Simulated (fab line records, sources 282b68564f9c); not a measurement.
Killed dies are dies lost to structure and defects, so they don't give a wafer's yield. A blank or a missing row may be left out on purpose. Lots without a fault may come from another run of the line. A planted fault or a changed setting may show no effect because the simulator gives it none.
fab line records | flow rit_cmos
record lots=6 wafers=18 last_day=7
route steps=202 shown REOX@100 NLDD@103 M1@202
lots that met no fault: from a run of the same line without faults
start_h: hours from the record's first day to the start of the lot's first wafer shown | wait_h: hours since the lot's step before | " the same as in the row above | L1.1+2: a row that stands for several wafers | - no value, or no start given | * or withheld: withheld | < > ~ a bound
route shown NAME@n: a module of which the file shows steps, and the number in the route of the first | usual: mean/standard deviation of fault-free wafers | same: alike in all rows | chamber/n: place in a boat | sites: the reading at each site | _std_site: their standard deviation | _edge_site: outer sites' mean less inner sites' | radius_mm: how far each site lies from the wafer's centre | mask NAME#n: copy n | behind: the tool/chamber that last shaped the wafer | hold: why the lot was held/for how many hours/how that ended | device: the transistor (n, p or np) that didn't switch | end of line: the same wafers' tests at the end of the route | a step without rows: its recipe alone | killed: dies lost to structure and defects at the first sort, not the wafer's yield | map: a wafer's dies, x killed, . not, _ none there
set.NAME: the setting as run; set.NAME@STEP: as run at that earlier step | model.NAME: the simulator's own value behind a step, which no gauge read
lots at some steps of the route; a table a step, a row a wafer
services: from which hour (start_h, from the record's first day; less than 0 if before it) a tool's chamber was out of use, for how many hours, and why
## steps
# step RIT_REOX_CLEAN_02
# recipe chemistry=SC2 mix=3:3:50 time_s=600 temp_c=75 dry=n2_spin
# step RIT_REOX_OXIDATION_03
# recipe temp_c=900 ambient=O2 target_thk_a=252 ox_time_s=5580
# step RIT_REOX_THK_MEAS_04
# recipe reads=SiO2_of_REOX_OXIDATION_03
# usual REOX_OXIDE_THK=25.1/0.41
# columns lot.wafer tool chamber start_h wait_h REOX_OXIDE_THK[nm]
L583.2 film_metro-03 - 77.53 0.0 24.8
L583.4 " - " " 24.5
L583.5 " - " " 24.1
L584.1 film_metro-04 - 84.05 0.0 24.5
L584.4 " - " " 25.1
L584.6 " - " " 24.9
L587.4 film_metro-04 - 97.11 0.0 24.8
L587.5 " - " " 25.2
L587.6 " - " " 24.6
L590.1 film_metro-04 - 110.10 0.0 25.3
L590.4 " - " " 25.1
L590.6 " - " " 25.1
L592.2 film_metro-04 - 119.38 0.0 24.9
L592.5 " - " " 24.9
L592.6 " - " " 25.6
L599.1 film_metro-03 - 156.00 0.0 25.3
L599.2 " - " " 25.7
L599.4 " - " " 25.1
# step RIT_NLDD_HMDS_00
# recipe prime_time_s=60 prime_temp_c=140
# step RIT_NLDD_COAT_01
# recipe resist=NOVOLAK spin_rpm=3250 resist_thk_nm=1000
# step RIT_NLDD_SOFTBAKE_02
# recipe resist=NOVOLAK temp_c=90 time_s=60
# step RIT_NLDD_EXPOSE_03
# recipe mask_id=M7 na=0.57 target_cd_nm=40700 dose_mj=250
# step RIT_NLDD_PEB_04
# recipe resist=NOVOLAK temp_c=withheld time_s=withheld
# step RIT_NLDD_DEVELOP_05
# recipe resist=NOVOLAK develop_time_s=50 dev_temp_c=23
# step RIT_NLDD_OVL_MEAS_06
# usual NLDD_OVL=0.2/1.2
# columns lot.wafer tool chamber start_h wait_h NLDD_OVL[nm]
L583.2 overlay-01 - 78.44 - 1.6
L583.4 " - " " -0.4
L583.5 " - " " 1.6
L584.1 overlay-02 - 84.96 - 0.3
L584.4 " - " " -0.5
L584.6 " - " " 1.9
L587.4 overlay-01 - 98.27 - -1.2
L587.5 " - " " 0.1
L587.6 " - " " 0.1
L590.1 overlay-02 - 111.09 - 0.5
L590.4 " - " " 0.5
L590.6 " - " " -0.6
L592.2 overlay-01 - 120.29 - 0.3
L592.5 " - " " 0.1
L592.6 " - " " 1.1
L599.1 overlay-01 - 157.11 - -2.1
L599.2 " - " " -1.5
L599.4 " - " " 0.4
# step RIT_NLDD_HARDBAKE_07
# recipe resist=NOVOLAK temp_c=140 time_s=60
# step RIT_NLDD_IMPLANT_08
# recipe species=P energy_kev=20 dose_cm2=5e+14 tilt_deg=7
# step RIT_NLDD_STRIP_09
# recipe chemistry=O2 time_s=180 resist=NOVOLAK platen_temp_c=withheld power_w=500 pressure_mtorr=4000 o2_flow_sccm=4000
# usual chamber_pressure_mTorr=4000/3.4 drypump_motor_current_A=5.93/0.18 o2_flow_sccm=3999/12
# columns lot.wafer tool chamber start_h wait_h chamber_pressure_mTorr drypump_motor_current_A o2_flow_sccm rf_hours_counter_h
L583.2 plasma_asher-02 1 78.77 0.1 4001 5.85 3996 43
L583.4 " 0 " " 4007 5.96 4017 -
L583.5 " 1 " " 4007 5.84 4000 -
L584.1 plasma_asher-02 0 85.30 0.1 3999 5.94 4001 44
L584.4 " 1 " " 4006 5.88 3985 -
L584.6 " 0 " " 4004 5.92 3988 -
L587.4 plasma_asher-01 0 98.65 0.1 3998 5.57 4008 -
L587.5 " 0 " " 4003 5.56 4006 -
L587.6 " 1 " " 4003 6.05 4018 -
L590.1 plasma_asher-02 1 111.45 0.1 1996 5.87 3994 47
L590.4 " 0 " " 3997 5.96 3982 -
L590.6 " 1 " " 2002 5.88 4003 -
L592.2 plasma_asher-02 1 120.62 0.1 2001 5.89 3999 48
L592.5 " 0 " " 3999 5.89 4003 -
L592.6 " 1 " " 2001 5.89 4001 -
L599.1 plasma_asher-01 1 157.45 0.1 4002 6.07 4007 5
L599.2 " 0 " " 3995 5.57 3996 5
L599.4 " 1 " " 3997 6.05 4001 -
# step RIT_NLDD_TW_MEAS_10
# usual NLDD_TW=2493/21
# columns lot.wafer tool chamber start_h wait_h NLDD_TW
L583.2 film_metro-03 - 78.95 0.1 2513
L583.4 " - " " 2530
L583.5 " - " " 2506
L584.1 film_metro-03 - 85.47 0.1 2531
L584.4 " - " " 2522
L584.6 " - " " 2513
L587.4 film_metro-02 - 98.80 0.1 2471
L587.5 " - " " 2484
L587.6 " - " " 2478
L590.1 film_metro-02 - 111.63 0.1 2473
L590.4 " - " " 2475
L590.6 " - " " 2481
L592.2 film_metro-01 - 120.80 0.1 2475
L592.5 " - " " 2470
L592.6 " - " " 2473
L599.1 film_metro-03 - 157.62 0.1 2504
L599.2 " - " " 2508
L599.4 " - " " 2508
# step RIT_M1_PROBE_99
# usual killed_at_M0_to_M3=0.0/0.083 killed_at_contacts=0.1/0.31 killed_at_front_end=7/3 killed_dies=7/3 killed_on_rim=1.8/1.2 killed_open=3.2/1.9 killed_short=3.6/2.2
# same gross_dies=264 killed_at_M4_up=0 killed_at_back_side=0 killed_at_other=0
# columns lot.wafer tool chamber start_h wait_h killed_at_M0_to_M3 killed_at_contacts killed_at_front_end killed_dies killed_on_rim killed_open killed_short
L583.2 prober-02 - 94.44 0.1 0 0 6 6 2 4 1
L583.4 prober-02 - 94.54 0.2 0 0 6 6 2 1 5
L583.5 prober-02 - 94.59 0.2 0 0 7 7 1 3 4
L584.1 prober-01 - 100.94 0.1 0 0 5 5 2 2 3
L584.4 prober-01 - 101.09 0.2 0 2 4 6 3 4 2
L584.6 prober-01 - 101.19 0.2 0 0 9 9 5 3 6
L587.4 prober-02 - 115.20 0.2 0 0 2 2 0 0 2
L587.5 prober-02 - 115.25 0.2 1 0 2 3 0 1 2
L587.6 prober-02 - 115.30 0.2 0 0 3 3 1 2 1
L590.1 prober-01 - 127.11 0.1 0 0 13 13 0 6 7
L590.4 prober-01 - 127.26 0.2 0 1 10 11 5 6 5
L590.6 prober-01 - 127.36 0.2 0 0 2 2 1 2 0
L592.2 prober-01 - 135.89 0.1 0 0 5 5 0 1 4
L592.5 prober-01 - 136.04 0.2 0 0 6 6 2 2 4
L592.6 prober-01 - 136.09 0.2 0 0 4 4 2 2 2
L599.1 prober-02 - 172.72 0.1 0 0 6 6 2 5 1
L599.2 prober-02 - 172.77 0.1 0 0 4 4 1 3 1
L599.4 prober-02 - 172.87 0.2 0 0 4 4 1 2 2
# killed by level:class
L583.2 REOX:geometric_particle:open=4 SILICIDE:geometric_particle:short=1 PRETRO:coat_microbubble_printed=1
L583.4 FOX1:geometric_particle:short=2 GATE:geometric_particle:open=1 GATE:geometric_particle:short=1 REOX:geometric_particle:short=1 SPACER:geometric_particle:short=1
L583.5 FOX1:geometric_particle:short=1 GATE:geometric_particle:open=1 GATE:geometric_particle:short=1 REOX:geometric_particle:open=1 REOX:geometric_particle:short=1 SILICIDE:geometric_particle:short=1 SILICIDE:geometric_particle:open=1
L584.1 FOX1:geometric_particle:short=1 GATE:geometric_particle:open=1 REOX:geometric_particle:short=1 REOX:geometric_particle:open=1 SPACER:geometric_particle:short=1
L584.4 FOX1:geometric_particle:open=2 CONTACT:geometric_particle:open=2 GATE:geometric_particle:short=1 REOX:geometric_particle:short=1
L584.6 GATE:geometric_particle:short=2 REOX:geometric_particle:short=2 ACTIVE:geometric_particle:short=1 FOX1:geometric_particle:short=1 FOX2:geometric_particle:open=1 REOX:geometric_particle:open=1 SILICIDE:geometric_particle:open=1
L587.4 GATE:geometric_particle:short=2
L587.5 GATE:geometric_particle:open=1 SPACER:geometric_particle:short=1 M1:geometric_particle:short=1
L587.6 GATE:geometric_particle:short=1 GATE:geometric_particle:open=1 SILICIDE:geometric_particle:open=1
L590.1 GATE:geometric_particle:short=4 SPACER:geometric_particle:open=2 ACTIVE:geometric_particle:short=1 FOX2:geometric_particle:open=1 GATE:geometric_particle:open=1 REOX:geometric_particle:open=1 SPACER:geometric_particle:short=1 SILICIDE:geometric_particle:open=1
L590.4 FOX2:geometric_particle:open=2 GATE:geometric_particle:short=2 GATE:geometric_particle:open=2 SPACER:geometric_particle:short=2 SILICIDE:geometric_particle:open=2 CONTACT:geometric_particle:short=1
L590.6 GATE:geometric_particle:open=1 SPACER:geometric_particle:open=1
L592.2 FOX1:geometric_particle:short=2 FOX1:geometric_particle:open=1 GATE:geometric_particle:short=1 REOX:geometric_particle:short=1
L592.5 GATE:geometric_particle:open=2 REOX:geometric_particle:short=2 FOX1:geometric_particle:short=1 SILICIDE:geometric_particle:short=1
L592.6 FOX2:geometric_particle:short=1 GATE:geometric_particle:open=1 GATE:geometric_particle:short=1 SILICIDE:geometric_particle:open=1
L599.1 GATE:geometric_particle:open=3 FOX2:geometric_particle:open=2 GATE:geometric_particle:short=1
L599.2 FOX1:geometric_particle:open=1 GATE:geometric_particle:short=1 GATE:geometric_particle:open=1 REOX:geometric_particle:open=1
L599.4 FOX1:geometric_particle:open=1 FOX1:geometric_particle:short=1 GATE:geometric_particle:short=1 GATE:geometric_particle:open=1
## services
# columns tool chamber start_h hours kind
plasma_asher-01 - 108.75 9.0 pm
plasma_asher-01 0 108.75 9.0 vent_cycle
plasma_asher-01 1 108.75 9.0 vent_cycle
plasma_asher-01 0 117.75 - clean
plasma_asher-01 1 117.75 - clean
## key
first_sign step=RIT_NLDD_STRIP_09 reading=chamber_pressure_mTorr direction=down sigmas=99+ usual=4000 struck=2000
effect none on later readings
met_at RIT_NLDD_STRIP_09
struck_wafers L590.1,L590.6,L592.2,L592.6
tester_left_out L590,L592
onset_between 85.30 111.45
fault kind=process_parameter_drift tool=plasma_asher-02 chamber=1 onset_h=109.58 steps=RIT_NLDD_STRIP_09 channel=pressure_mtorr offset=-2000 shape=step end_h=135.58 acts_in=these_recipes_only stated=4000
# tester_left_out: of these lots the tester's yield and bins aren't shown, on N5 and GAA mostly nor the transistor test; their killed dies are dies lost to structure and defects alone, not to doping, threshold or leakage, so they don't give the yield
